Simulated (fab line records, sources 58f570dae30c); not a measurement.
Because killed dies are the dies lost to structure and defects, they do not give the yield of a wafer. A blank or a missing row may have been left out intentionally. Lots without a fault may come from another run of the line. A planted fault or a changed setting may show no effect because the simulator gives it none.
fab line records | flow berkeleyCmos170 | part 2 of 2: steps 27 to 37 of 37
[record] lots = 5 wafers = 15 lastDay = 12
route steps=331 shown ZERO@7 NWELL@14 PWELL@34
lots with no fault: from the same line, run without faults
startH: hours from the record's opening day to when the first of the lot's shown wafers began | waitH: hours elapsed since this lot's preceding step | " the same as in the row above | L1.1+2: one row covering several wafers at once | - no value present, or no start provided | * or withheld: withheld | < > ~ a bound
route shown NAME@n: names a module that has steps shown in the file, with the first one's number in the route | usual: mean/standard deviation taken from wafers without a fault | same: alike in all rows | chamber/n: place in a boat | sites: per-site readings | _std_site: their standard deviation | _edge_site: outer sites' mean less inner sites' | radiusMm: how far each site lies from the wafer's centre | mask NAME#n: copy n | behind: the last tool/chamber to shape the wafer | hold: cause of the lot's hold/its duration in hours/its outcome | device: the transistor (n, p or np) that didn't switch | end of line: the tests these same wafers got at the end of their route | step lacking rows: just its recipe | killed: at the first sort, the dies lost to defects and structure; wafer yield is something else | map: the dies of a wafer, with x for killed, . for not killed, _ for no die there
set.NAME: the setting the step ran with; set.NAME@STEP: the setting that earlier step ran with | model.NAME: the simulator's own value behind a step, which no gauge read
certain route steps with their lots: each step a table, each wafer a row
services: the hour from which a tool's chamber was out of use, counted from the record's first day as startH (under 0 if before that day), plus the number of hours and why
[[steps]]
[step UCB170_NWELL_WET_ETCH_19]
[recipe] chemistry = BOE dilution = 5:1 target = SiO2 tempC = 25 timeS = 22
[usual] tempC = 25.00/0.11
// columns lot.wafer tool chamber startH waitH tempC
L085.2 wetBench-03 2 92.35 0.2 24.90
L085.4 " 2 " " 24.97
L085.5 " 2 " " 24.95
L086.2 wetBench-03 2 104.73 0.3 25.01
L086.3 " 2 " " 24.86
L086.5 " 2 " " 24.90
L087.1 wetBench-04 2 112.17 0.0 25.12
L087.4 " 2 " " 25.09
L087.6 " 2 " " 25.08
L089.1 wetBench-04 0 119.39 0.0 24.86
L089.5 " 0 " " 24.84
L089.6 " 0 " " 24.90
L095.3 wetBench-01 3 149.44 0.4 24.94
L095.5 " 3 " " 25.09
L095.6 " 3 " " 24.99
[step UCB170_PWELL_CLEAN_00]
[recipe] chemistry = SPM tempC = 120 timeS = 600
[usual] tempC = 120.05/0.12
// columns lot.wafer tool chamber startH waitH tempC
L085.2 wetBench-03 3 92.39 0.0 119.95
L085.4 " 3 " " 119.92
L085.5 " 3 " " 120.16
L086.2 wetBench-01 2 107.64 2.9 120.06
L086.3 " 2 " " 119.78
L086.5 " 2 " " 120.12
L087.1 wetBench-04 0 112.18 0.0 120.00
L087.4 " 0 " " 120.02
L087.6 " 0 " " 119.96
L089.1 wetBench-01 0 119.40 0.0 120.00
L089.5 " 0 " " 120.08
L089.6 " 0 " " 119.95
L095.3 wetBench-03 1 149.65 0.2 119.83
L095.5 " 1 " " 120.08
L095.6 " 1 " " 120.15
[step UCB170_PWELL_CLEAN_01]
[recipe] chemistry = dHF dilution = 25:1 timeS = 60
// columns lot.wafer tool chamber startH waitH
L085.2+4+5 wetBench-04 2 92.56 0.0
L086.2+3+5 wetBench-04 3 108.14 0.3
L087.1+4+6 wetBench-04 0 112.36 0.0
L089.1+5+6 wetBench-03 3 119.58 0.0
L095.3+5+6 wetBench-04 3 149.90 0.1
[step UCB170_PWELL_OXIDATION_02]
[recipe] tempC = 1000 ambient = O2 targetThkA = 264 oxTimeS = 1260
[usual] oxTempC = 1000.0/0.43 zonePowerCentrePct = 49/3.2
[same] oxTimeS = 1260
// columns lot.wafer tool chamber startH waitH oxTempC zonePowerCentrePct
L085.2 furnace-02 0 98.60 6.0 999.7 51
L085.4 " 0 " " 999.3 51
L085.5 " 0 " " 999.6 51
L086.2 furnace-02 0 110.88 2.7 999.4 51
L086.3 " 0 " " 999.4 52
L086.5 " 0 " " 999.6 51
L087.1 furnace-04 0 116.57 4.2 999.3 44
L087.4 " 0 " " 999.3 45
L087.6 " 0 " " 999.0 44
L089.1 furnace-02 0 125.35 5.7 999.8 52
L089.5 " 0 " " 999.6 52
L089.6 " 0 " " 999.8 51
L095.3 furnace-01 0 154.12 4.2 1000.3 50
L095.5 " 0 " " 1000.4 51
L095.6 " 0 " " 1000.5 50
[step UCB170_PWELL_THK_MEAS_03]
[recipe] reads = SiO2_of_PWELL_OXIDATION_02
[usual] PWELL_OXIDE_THK = 26.6/0.47
// columns lot.wafer tool chamber startH waitH PWELL_OXIDE_THK[nm]
L085.2 filmMetro-03 - 99.96 0.0 26.2
L085.4 " - " " 26.2
L085.5 " - " " 26.7
L086.2 filmMetro-02 - 112.28 0.0 26.7
L086.3 " - " " 26.5
L086.5 " - " " 26.5
L087.1 filmMetro-03 - 117.92 0.0 27.0
L087.4 " - " " 26.6
L087.6 " - " " 26.7
L089.1 filmMetro-03 - 126.70 0.0 26.0
L089.5 " - " " 26.2
L089.6 " - " " 25.9
L095.3 filmMetro-01 - 155.49 0.0 26.9
L095.5 " - " " 27.0
L095.6 " - " " 27.3
[step UCB170_PWELL_ANNEAL_04]
[recipe] tempC = 1000 timeS = 900 ambient = N2
[usual] zonePowerCentrePct = 48/3.3
// columns lot.wafer tool chamber startH waitH zonePowerCentrePct
L085.2 furnace-02 0 105.28 5.3 51
L085.4 " 0 " " 51
L085.5 " 0 " " 51
L086.2 furnace-02 0 116.43 4.1 52
L086.3 " 0 " " 51
L086.5 " 0 " " 51
L087.1 furnace-02 0 124.10 6.2 52
L087.4 " 0 " " 52
L087.6 " 0 " " 51
L089.1 furnace-01 0 129.25 2.5 50
L089.5 " 0 " " 49
L089.6 " 0 " " 50
L095.3 furnace-02 0 160.30 4.8 51
L095.5 " 0 " " 51
L095.6 " 0 " " 51
[step UCB170_PWELL_CVD_05]
[recipe] material = Si3N4 targetThkNm = 220 tempC = 800 precursor = SiH2Cl2/NH3 timeS = 3300 pressureMtorr = 200 sih2cl2FlowSccm = 25 nh3FlowSccm = 75
[usual] sih2cl2FlowSccm = 24.99/0.076 zonePowerCentrePct = 35.5/1.2
// columns lot.wafer tool chamber startH waitH sih2cl2FlowSccm zonePowerCentrePct
L085.2 lpcvd-02 0 106.53 0.0 24.87 36.8
L085.4 " 0 " " 24.99 37.0
L085.5 " 0 " " 25.05 36.9
L086.2 lpcvd-02 0 118.51 0.8 24.90 36.8
L086.3 " 0 " " 24.89 36.7
L086.5 " 0 " " 24.97 36.8
L087.1 lpcvd-02 1 125.35 0.0 25.00 34.5
L087.4 " 1 " " 25.15 34.0
L087.6 " 1 " " 25.12 33.9
L089.1 lpcvd-02 1 130.50 0.0 25.05 34.6
L089.5 " 1 " " 25.13 34.1
L089.6 " 1 " " 25.14 34.3
L095.3 lpcvd-02 1 162.93 1.4 24.86 33.8
L095.5 " 1 " " 25.01 34.8
L095.6 " 1 " " 24.99 34.0
[step UCB170_PWELL_THK_MEAS_06]
[recipe] reads = Si3N4_of_PWELL_CVD_05
[usual] PWELL_NITRIDE_THK = 220.5/2
// columns lot.wafer tool chamber startH waitH PWELL_NITRIDE_THK[nm]
L085.2 filmMetro-02 - 108.46 0.0 221.4
L085.4 " - " " 220.3
L085.5 " - " " 218.3
L086.2 filmMetro-03 - 120.43 0.0 219.3
L086.3 " - " " 217.7
L086.5 " - " " 220.9
L087.1 filmMetro-01 - 127.27 0.0 218.9
L087.4 " - " " 220.1
L087.6 " - " " 219.4
L089.1 filmMetro-03 - 132.42 0.0 221.8
L089.5 " - " " 223.1
L089.6 " - " " 222.8
L095.3 filmMetro-01 - 164.86 0.0 218.7
L095.5 " - " " 219.8
L095.6 " - " " 218.2
[step UCB170_PWELL_HMDS_07]
[recipe] primeTimeS = 60 primeTempC = 100
// columns lot.wafer tool chamber startH waitH
L085.2+4+5 lithoTrack-04 0 108.64 0.2
L086.2+3+5 lithoTrack-02 0 120.51 0.1
L087.1+4+6 lithoTrack-02 0 128.19 0.9
L089.1+5+6 lithoTrack-01 0 132.48 0.1
L095.3+5+6 lithoTrack-04 0 165.41 0.5
[step UCB170_PWELL_COAT_08]
[recipe] resist = KrF spinRpm = 1500 resistThkNm = 900
[usual] spinSpeedRpm = 1499.8/0.87
// columns lot.wafer tool chamber startH waitH spinSpeedRpm
L085.2 lithoTrack-04 0 108.79 0.1 1499.1
L085.4 " 0 " " 1499.8
L085.5 " 0 " " 1498.3
L086.2 lithoTrack-02 0 120.66 0.1 1499.9
L086.3 " 0 " " 1500.2
L086.5 " 0 " " 1499.1
L087.1 lithoTrack-02 0 128.34 0.1 1500.2
L087.4 " 0 " " 1500.3
L087.6 " 0 " " 1500.3
L089.1 lithoTrack-01 0 132.63 0.1 1500.6
L089.5 " 0 " " 1499.9
L089.6 " 0 " " 1499.6
L095.3 lithoTrack-04 0 165.56 0.1 1499.9
L095.5 " 0 " " 1498.7
L095.6 " 0 " " 1500.2
[step UCB170_PWELL_SOFTBAKE_09]
[recipe] resist = KrF tempC = 130 timeS = 60
// columns lot.wafer tool chamber startH waitH
L085.2+4+5 lithoTrack-04 0 108.94 0.1
L086.2+3+5 lithoTrack-02 0 120.81 0.1
L087.1+4+6 lithoTrack-02 0 128.49 0.1
L089.1+5+6 lithoTrack-01 0 132.78 0.1
L095.3+5+6 lithoTrack-04 0 165.71 0.1
[[services]]
// columns tool chamber startH hours kind
krfScanner-02 - 58.98 3.6 pm
furnace-01 - 62.15 3.9 pm
krfScanner-02 - 64.71 21.0 pm
rieDiel-02 - 76.62 0.9 repair
implanter-03 - 79.35 2.4 repair
rieDiel-03 0 83.20 15.8 repair
krfScanner-01 - 85.71 0.8 pm
krfScanner-02 - 91.62 1.0 pm
rieDiel-03 2 93.01 11.3 repair
krfScanner-02 - 94.19 1.3 pm
krfScanner-02 - 97.76 0.8 pm
rieDiel-04 0 101.70 9.7 repair
krfScanner-02 - 103.76 23.5 repair
plasmaAsher-03 - 108.75 9.0 pm
rieDiel-04 - 113.79 2.2 repair
wetBench-03 - 122.01 1.9 pm
krfScanner-01 - 131.88 3.6 pm
furnace-02 - 144.32 3.4 pm
krfScanner-01 - 144.96 1.3 pm
rieDiel-03 2 147.62 3.1 repair
implanter-03 - 149.73 9.5 repair
krfScanner-02 - 151.87 1.9 repair
implanter-03 - 157.95 0.6 repair
furnace-01 - 161.84 7.7 repair
